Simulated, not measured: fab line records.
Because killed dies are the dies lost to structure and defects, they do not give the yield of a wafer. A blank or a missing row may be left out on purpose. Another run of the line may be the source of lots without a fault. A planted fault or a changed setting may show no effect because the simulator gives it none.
Code-filled problem report in 8D (eight disciplines) form || flow rit_cmos || the parts of the form that need people (team, actions taken, sign-off) are left out

== 1. WHAT IS WRONG ==
Mean of beam_energy_keV at RIT_PWELL_IMPLANT_08: 176.66 across 6 wafers in 2 lots; on wafers with no fault it is 169.99 (standard deviation 0.054). That is +99 or more standard deviations from the usual mean.
The first sign was on wafer L781.1 at day 5 03:44, on implanter-04. The record has a number at this step for 42 wafers belonging to 14 lots. By rule, "out" or "out of limits" means more than 4 standard deviations away from the usual mean. All remaining wafers that have a number are taken as sound.

== 2. WHAT THIS IS AND IS NOT ==
{"question": "which readings at this step", "is": "beam_energy_keV", "is not": "-"}
{"question": "which lots", "is": "L781, L782", "is not": "L768, L769, L770, L771, L772, L778, L780, L784, L785, L787, L788, L789"}
{"question": "which wafers of those lots", "is": "all that have a number", "is not": "-"}
{"question": "read on which tools", "is": "implanter-04", "is not": "implanter-01, implanter-02"}
{"question": "when", "is": "from day 5 03:44", "is not": "up to then (21 sound wafers); but 15 sound wafers of L784, L785, L787, L788, L789 came after"}

== 3. SUSPECTS, AND WHAT RULES EACH OUT ==
Counting: a tool at any process step up to the reading remains a suspect when it ran all the lots that are out and ran no sound lot after the first of those.
- implanter-04 at RIT_PWELL_IMPLANT_08: kept. All lots that are out passed through it, beginning with L781 at day 5 03:44, and no sound lot followed; its final sound lot before that point was L778 at day 4 11:06. On those wafers its own readings are out: beam_energy_keV.
After counting, what remains is implanter-04 at RIT_PWELL_IMPLANT_08.

== 4. THE CAUSE (what the simulator had put in) ==
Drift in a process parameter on implanter-04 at RIT_PWELL_IMPLANT_08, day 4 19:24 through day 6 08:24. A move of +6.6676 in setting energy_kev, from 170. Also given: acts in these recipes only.
Only this tool survived the counting.

== 5. THE EFFECT CHAIN, in route order ==
Each row: a reading where the mean over the struck wafers with a number is more than 3 standard deviations away from the usual. Only readings whose record carries a usual standard deviation are examined. hours: median over the lots of the time between each lot's start at the first step of this table that gives one and its start at this step. sigmas: the change, counted in usual standard deviations.
{"hours": 0, "step": "RIT_PWELL_IMPLANT_08", "reading": "beam_energy_keV", "usual": 169.99, "on struck wafers": 176.66, "change": "+6.67", "sigmas": "+99 or more"}
The process steps in it:
- RIT_PWELL_IMPLANT_08

== 6. HOW IT WOULD HAVE BEEN CAUGHT EARLIER ==
First out-of-limits reading in this record: day 5 03:44, which is 8 hours after fault onset at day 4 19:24.
